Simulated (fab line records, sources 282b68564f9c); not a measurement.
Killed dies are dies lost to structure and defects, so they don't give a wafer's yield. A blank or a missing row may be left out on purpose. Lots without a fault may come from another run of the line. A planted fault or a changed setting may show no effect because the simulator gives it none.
A struck lot beside a sound one | flow rit_cmos | 17 steps out of a route of 202
Sound: wafers L804.1, L804.5, L804.6. Struck: wafers L814.2, L814.4, L814.6. The cause comes at the end.
At each step with rows: each side's tool, then ch and its chambers, then its first start. Under that, the readings that differ: sound wafers | struck wafers | difference of the means | sigmas: that difference in standard deviations of wafers without a fault.
alike: readings whose means differ by less than 2 such deviations, and words and numbers that are the same on both sides. not compared: withheld readings, readings that some wafer has no value for, bounds like >300 that may hide the same value, and numbers for which the record gives no deviation and whose values overlap.
The two part at a step that has a row with sigmas, a row that says differs or no value, or rows on one side only. Numbers that don't overlap but have no deviation are shown without sigmas and don't part them. A reading that every wafer of one side lacks parts them only if that side has two wafers or more.

first, 1 step without rows for these wafers: RIT_PSD_IMPLANT_08.
RIT_PSD_STRIP_09: strips in O2, time 180 s.
  sound on plasma_asher-02 ch 0,1, day 3 13:59; struck on plasma_asher-03 ch 0,1, day 5 14:11
  alike: drypump_motor_current_A
  not compared: rf_hours_counter_h
RIT_PSD_TW_MEAS_10:
  sound on film_metro-02, day 3 14:10; struck on film_metro-02, day 5 14:22
  alike: PSD_TW
then, 3 steps without rows for these wafers: RIT_SDANNEAL_CLEAN_00 (cleans in SC1, time 587.1 s); RIT_SDANNEAL_CLEAN_01 (cleans in dHF, time 30 s); RIT_SDANNEAL_CLEAN_02 (cleans in SC2, time 600 s).
RIT_SDANNEAL_RTA_03: time 5 s.
  sound on rtp_anneal-02 ch 0, day 3 14:37; struck on rtp_anneal-02 ch 0, day 5 14:50
  alike: wafer_temp_C_max
RIT_SDANNEAL_RS_MEAS_04: measures by four-point-probe.
  sound on film_metro-03, day 3 14:40; struck on film_metro-03, day 5 14:53
  alike: PSD_RS
RIT_SDANNEAL_RS_MEAS_05: measures by four-point-probe.
  sound on film_metro-03, day 3 14:47; struck on film_metro-03, day 5 15:01
  alike: NSD_RS
RIT_SDANNEAL_RS_MEAS_06: measures by four-point-probe.
  sound on film_metro-03, day 3 14:55; struck on film_metro-03, day 5 15:08
  alike: PLDD_RS
RIT_SDANNEAL_RS_MEAS_07: measures by four-point-probe.
  sound on film_metro-03, day 3 15:02; struck on film_metro-03, day 5 15:15
  alike: NLDD_RS
then, 1 step without rows for these wafers: RIT_SILICIDE_WET_ETCH_00 (etches SiO2 in BOE, target depth 14 nm, time 15 s).
RIT_SILICIDE_SPUTTER_01: material Ti, target thk 30 nm, time 240 s.
  sound on pvd_sputter-02, day 3 15:10; struck on pvd_sputter-02, day 5 15:22
  reading                                     | sound          | struck           | difference | sigmas
  model.Ti_of_SILICIDE_SPUTTER_01.thk_nm (nm) | 30.97 30 30.53 | 31.48 32.3 32.17 | +1.48      |
  alike: throttle_valve_pct
RIT_SILICIDE_RS_MEAS_02: measures by four-point-probe.
  sound on film_metro-04, day 3 15:19; struck on film_metro-04, day 5 15:32
  reading                 | sound          | struck         | difference | sigmas
  SILICIDE_TI_RS (ohm/sq) | 45.9 47.9 46.8 | 45.1 43.6 43.9 | -2.7       | -3
RIT_SILICIDE_THK_MEAS_03: measures by xrf.
  sound on film_metro-04, day 3 15:26; struck on film_metro-04, day 5 15:39
  reading              | sound          | struck         | difference | sigmas
  SILICIDE_TI_THK (nm) | 30.6 29.7 30.1 | 31.0 31.9 31.7 | +1.4       | +3
RIT_SILICIDE_RTA_04: time 10 s, ramp up 5 s, ramp down 5 s.
  sound on rtp_anneal-01 ch 0, day 3 15:29; struck on rtp_anneal-02 ch 0, day 5 15:43
  alike: wafer_temp_C_max
RIT_M1_PROBE_99:
  sound on prober-01, day 3 22:23; struck on prober-01, day 5 22:14
  reading                              | sound             | struck            | difference | sigmas
  model.etest.contact_nplus.end_ohm_um | 42.05 41.35 42.03 | 43.93 45.95 45.25 | +3.23      |
  model.etest.npoly_line.rs_ohm_sq     | 16.64 17.05 16.82 | 16.43 15.94 16.01 | -0.71      |
  model.etest.ppoly_line.rs_ohm_sq     | 16.24 16.48 16.18 | 15.86 15.67 15.69 | -0.56      |
  model.etest.npoly_sal.rs_ohm_sq      | 4.237 4.377 4.276 | 4.181 4.056 4.064 | -0.196     |
  model.etest.ppoly_sal.rs_ohm_sq      | 4.181 4.311 4.253 | 4.138 4.058 4.025 | -0.175     |
  model.etest.pplus_sal.rs_ohm_sq      | 4.203 4.293 4.235 | 4.125 4.031 4.018 | -0.186     |
  model.etest.nplus_sal.rs_ohm_sq      | 4.187 4.319 4.21  | 4.144 4.045 4.044 | -0.161     |
  alike: killed_at_contacts, killed_at_front_end, killed_dies, killed_open, killed_short
  not compared: model.etest.contact_pplus.end_ohm_um

WHERE THEY PART
First at RIT_SILICIDE_RS_MEAS_02; last, within this record, at RIT_SILICIDE_THK_MEAS_03. Later steps at which nothing parts them and some readings are alike: RIT_SILICIDE_RTA_04, RIT_M1_PROBE_99.

WHY: what the simulator had put in
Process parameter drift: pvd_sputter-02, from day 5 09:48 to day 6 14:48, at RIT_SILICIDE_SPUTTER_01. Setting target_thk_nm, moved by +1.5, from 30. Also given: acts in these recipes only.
